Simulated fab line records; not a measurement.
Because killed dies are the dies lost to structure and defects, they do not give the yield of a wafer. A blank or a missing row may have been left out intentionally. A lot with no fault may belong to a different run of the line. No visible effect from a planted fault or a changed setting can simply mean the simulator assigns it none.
fab line records	flow ritCmos
record: lots: 14	wafers: 42	lastDay: 7
route steps=202 shown PRETRO@72
lots untouched by any fault: they come from a run of this same line in which no faults occurred
startH: the number of hours between the record's first day and the start of the first shown wafer of the lot	waitH: hours from the lot's prior step to this one	" the same as in the row above	L1.1+2: a single row standing in for several wafers	- value missing, or start not given	* or withheld: withheld	< > ~ a bound
route shown NAME@n: a module of which the file shows steps, and the number in the route of the first	usual: mean/standard deviation taken from wafers without a fault	same: alike in all rows	chamber/n: place in a boat	sites: readings site by site	_std_site: the standard deviation of these	_edge_site: inner sites' mean taken away from outer sites' mean	radiusMm: for every site, how far away it sits from the centre of the wafer	mask NAME#n: copy n	behind: tool/chamber where the wafer was last shaped	hold: reason for holding the lot/hours on hold/outcome of the hold	device: the n, p or np transistor that did not switch	end of line: the tests these same wafers got at the end of their route	a step with no rows: only its recipe	killed: count of dies lost to structure and defects at first sort (not the wafer's yield)	map: the dies of a wafer, with x for killed, . for not killed, _ for no die there
set.NAME: the setting the step ran with; set.NAME@STEP: the setting that earlier step ran with	model.NAME: the simulator's own value behind a step, which no gauge read
steps of the route over a sample of lots; a table a step, a row a wafer
services: the hour from which a tool's chamber was out of use, counted from the record's first day as startH (under 0 if before that day), plus the number of hours and why
== steps ==
step: RIT_PRETRO_IMPLANT_08
recipe: species: B	energyKev: 45	doseCm2: 1.2e+13	tiltDeg: 7
usual: beamEnergyKeV: 45.004/0.015	tiltDeg: 7.007/0.02
lot.wafer	tool	chamber	startH	waitH	beamEnergyKeV	tiltDeg
L999.2	implanter-04	0	43.92	0.2	45.008	7.004
L999.3	"	0	"	"	44.986	6.955
L999.5	"	0	"	"	45.000	6.980
L101.1	implanter-01	0	52.24	0.2	45.038	6.997
L101.4	"	0	"	"	45.024	7.029
L101.5	"	0	"	"	45.012	7.065
L102.1	implanter-04	0	57.42	0.2	44.995	7.022
L102.2	"	0	"	"	44.996	6.990
L102.6	"	0	"	"	44.980	6.989
L103.4	implanter-04	0	64.30	0.2	45.008	7.023
L103.5	"	0	"	"	44.996	7.034
L103.6	"	0	"	"	44.983	6.990
L104.4	implanter-01	0	76.51	0.2	45.019	7.023
L104.5	"	0	"	"	45.009	7.003
L104.6	"	0	"	"	45.021	7.018
L106.1	implanter-04	0	91.78	0.2	60.727	7.022
L106.3	"	0	"	"	60.756	7.030
L106.4	"	0	"	"	60.749	6.989
L107.2	implanter-04	0	97.63	0.2	60.753	7.004
L107.4	"	0	"	"	60.782	7.031
L107.5	"	0	"	"	60.760	7.026
L109.2	implanter-03	0	97.67	0.2	45.002	7.019
L109.4	"	0	"	"	45.007	7.006
L109.6	"	0	"	"	45.009	7.012
L115.1	implanter-03	0	124.04	0.2	44.983	6.975
L115.5	"	0	"	"	44.970	7.002
L115.6	"	0	"	"	44.990	7.008
L114.1	implanter-01	0	124.91	0.2	45.017	7.018
L114.4	"	0	"	"	45.006	7.009
L114.6	"	0	"	"	44.999	7.000
L117.1	implanter-01	0	128.98	0.2	45.012	7.023
L117.3	"	0	"	"	45.020	7.010
L117.6	"	0	"	"	45.010	7.059
L116.1	implanter-03	0	129.23	0.2	45.006	6.969
L116.2	"	0	"	"	45.011	7.000
L116.5	"	0	"	"	45.014	6.973
L119.1	implanter-01	0	140.26	0.2	45.019	6.983
L119.3	"	0	"	"	45.017	7.035
L119.5	"	0	"	"	45.007	7.019
L121.1	implanter-01	0	148.04	0.2	45.006	7.015
L121.4	"	0	"	"	44.997	7.036
L121.6	"	0	"	"	45.006	7.038
step: RIT_PRETRO_TW_MEAS_10
usual: PRETRO_TW: 477/4.3
lot.wafer	tool	chamber	startH	waitH	PRETRO_TW
L999.2	filmMetro-02	-	44.23	0.1	483
L999.3	"	-	"	"	482
L999.5	"	-	"	"	482
L101.1	filmMetro-04	-	52.57	0.1	477
L101.4	"	-	"	"	479
L101.5	"	-	"	"	478
L102.1	filmMetro-04	-	57.74	0.1	479
L102.2	"	-	"	"	478
L102.6	"	-	"	"	476
L103.4	filmMetro-02	-	64.58	0.1	482
L103.5	"	-	"	"	482
L103.6	"	-	"	"	481
L104.4	filmMetro-01	-	76.79	0.1	470
L104.5	"	-	"	"	469
L104.6	"	-	"	"	468
L106.1	filmMetro-01	-	92.11	0.1	489
L106.3	"	-	"	"	492
L106.4	"	-	"	"	490
L107.2	filmMetro-04	-	97.94	0.1	504
L107.4	"	-	"	"	500
L107.5	"	-	"	"	500
L109.2	filmMetro-01	-	97.98	0.1	472
L109.4	"	-	"	"	468
L109.6	"	-	"	"	470
L115.1	filmMetro-04	-	124.36	0.1	479
L115.5	"	-	"	"	480
L115.6	"	-	"	"	478
L114.1	filmMetro-01	-	125.23	0.1	470
L114.4	"	-	"	"	472
L114.6	"	-	"	"	471
L117.1	filmMetro-02	-	129.31	0.1	479
L117.3	"	-	"	"	478
L117.6	"	-	"	"	480
L116.1	filmMetro-04	-	129.56	0.1	476
L116.2	"	-	"	"	478
L116.5	"	-	"	"	475
L119.1	filmMetro-02	-	140.59	0.1	480
L119.3	"	-	"	"	480
L119.5	"	-	"	"	482
L121.1	filmMetro-02	-	148.36	0.1	480
L121.4	"	-	"	"	479
L121.6	"	-	"	"	481
== services ==
tool	chamber	startH	hours	kind
implanter-04	-	52.47	4.5	repair
implanter-03	-	69.62	2.3	repair
implanter-01	-	86.81	2.6	repair
implanter-03	-	87.47	2.2	pm
implanter-04	-	110.13	3.1	pm
implanter-04	-	124.92	17.4	pm
implanter-01	-	142.54	4.2	repair
== key ==
firstSign: step: RIT_PRETRO_IMPLANT_08	reading: beamEnergyKeV	direction: up	sigmas: 99+	usual: 45.004	struck: 60.755
effect: step: RIT_PRETRO_TW_MEAS_10	reading: PRETRO_TW	direction: up	sigmas: 4.4	usual: 477	struck: 496
metAt RIT_PRETRO_IMPLANT_08
struckLots L106,L107
testerLeftOut L106,L107
onsetBetween 64.30 91.78
fault: kind: processParameterDrift	tool: implanter-04	chamber: -	onsetH: 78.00	steps: RIT_PRETRO_IMPLANT_08	channel: energyKev	offset: 15.75	shape: step	endH: 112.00	actsIn: theseRecipesOnly	stated: 45
testerLeftOut: of these lots the tester's yield and bins aren't shown, on N5 and GAA mostly nor the transistor test; their killed dies are dies lost to structure and defects alone, not to doping, threshold or leakage, so they don't give the yield
